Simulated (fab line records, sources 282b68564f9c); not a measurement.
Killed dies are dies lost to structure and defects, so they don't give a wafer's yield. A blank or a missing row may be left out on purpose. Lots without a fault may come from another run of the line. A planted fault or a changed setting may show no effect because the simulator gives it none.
A struck lot beside a sound one | flow rit_cmos | 19 steps out of a route of 202
Sound: wafers L771.2, L771.3, L771.4. Struck: wafers L781.1, L781.3, L781.6. The cause comes at the end.
At each step with rows: each side's tool, then ch and its chambers, then its first start. Under that, the readings that differ: sound wafers | struck wafers | difference of the means | sigmas: that difference in standard deviations of wafers without a fault.
alike: readings whose means differ by less than 2 such deviations, and words and numbers that are the same on both sides. not compared: withheld readings, readings that some wafer has no value for, bounds like >300 that may hide the same value, and numbers for which the record gives no deviation and whose values overlap.
The two part at a step that has a row with sigmas, a row that says differs or no value, or rows on one side only. Numbers that don't overlap but have no deviation are shown without sigmas and don't part them. A reading that every wafer of one side lacks parts them only if that side has two wafers or more.

first, 3 steps without rows for these wafers: RIT_GATE_CLEAN_02 (cleans in dHF, time 30 s); RIT_GATE_CLEAN_03 (cleans in SC2, time 600 s); RIT_GATE_CLEAN_04 (cleans in dHF, time 60 s).
RIT_FOX2_THK_MEAS_91:
  sound on film_metro-02, day 2 23:24; struck on film_metro-02, day 5 00:33
  alike: FIELD_OXIDE_LEFT_2_THK
then, 2 steps without rows for these wafers: RIT_GATE_OXIDATION_05 (target thk 3 nm, ox time 270 s); RIT_GATE_ANNEAL_06 (time 600 s).
RIT_GATE_THK_MEAS_07:
  sound on film_metro-01, day 3 00:47; struck on film_metro-02, day 5 01:56
  reading             | sound          | struck         | difference | sigmas
  GATE_OXIDE_THK (nm) | 2.90 2.97 2.96 | 3.09 3.14 3.08 | +0.16      | +3
then, 1 step without rows for these wafers: RIT_GATE_CVD_08 (deposits poly-Si from SiH4, target thk 250 nm, time 2220 s).
RIT_GATE_THK_MEAS_09:
  sound on film_metro-04, day 3 02:28; struck on film_metro-02, day 5 04:58
  alike: GATE_POLY_THK
then, 3 steps without rows for these wafers: RIT_GATE_HMDS_10 (prime time 60 s); RIT_GATE_COAT_11 (resist thk 850 nm); RIT_GATE_SOFTBAKE_12 (time 60 s).
RIT_GATE_EXPOSE_13: exposes mask M6, target cd 150 nm.
  sound on iline_stepper-01 ch 0, day 3 03:07; struck on iline_stepper-01 ch 0, day 5 05:28
  reading                      | sound             | struck            | difference | sigmas
  model.GATE.overlay_x_nm (nm) | -0.66 -0.66 -0.66 | 239.8 239.8 239.8 | +240.5     |
  alike: mask, focus_offset_nm
then, 2 steps without rows for these wafers: RIT_GATE_PEB_14; RIT_GATE_DEVELOP_15 (develop time 50 s).
RIT_GATE_CD_MEAS_16: target cd 150 nm.
  sound on cd_sem-02, day 3 03:31; struck on cd_sem-02, day 5 05:52
  alike: cd_nm
RIT_GATE_OVL_MEAS_17:
  sound on overlay-02, day 3 03:37; struck on overlay-02, day 5 05:59
  reading       | sound          | struck            | difference | sigmas
  GATE_OVL (nm) | -0.2 -1.2 -1.1 | 240.1 238.5 241.7 | +240.9     | +99 or more
then, 1 step without rows for these wafers: RIT_GATE_HARDBAKE_18 (time 60 s).
RIT_M1_PROBE_99:
  sound on prober-02, day 4 00:55; struck on prober-02, day 6 04:23
  reading                                    | sound                | struck               | difference | sigmas
  model.etest.pldd.width_nm (nm)             | 3150 3164 3192       | 3026 3024 3028       | -143       |
  model.etest.nldd.width_nm (nm)             | 3166 3168 3181       | 3015 3015 3031       | -151       |
  model.etest.gate_end_array.leak_log10_a_um | -12.8 -12.76 -12.8   | -6.239 -6.362 -6.222 | +6.512     |
  model.etest.select_edge_diode_n.over_limit | 0 0 0                | 1 1 1                | +1         |
  model.etest.select_edge_diode_p.over_limit | 0 0 0                | 1 1 1                | +1         |
  model.etest.nmos_0p15.junction_log10_a_um  | -13.53 -13.41 -13.66 | -12.84 -12.88 -12.84 | +0.68      |
  model.etest.nmos_narrow.off_log10_a_um     | -13.17 -13.23 -13.3  | -12.75 -12.8 -12.75  | +0.47      |
  model.etest.nmos_0p3.off_log10_a_um        | -12.9 -13.04 -12.98  | -12.69 -12.77 -12.74 | +0.24      |
  alike: killed_at_contacts, killed_at_front_end, killed_dies, killed_open, killed_short

WHERE THEY PART
First at RIT_GATE_THK_MEAS_07; last, within this record, at RIT_GATE_OVL_MEAS_17. Later steps at which nothing parts them and some readings are alike: RIT_M1_PROBE_99.

WHY: what the simulator had put in
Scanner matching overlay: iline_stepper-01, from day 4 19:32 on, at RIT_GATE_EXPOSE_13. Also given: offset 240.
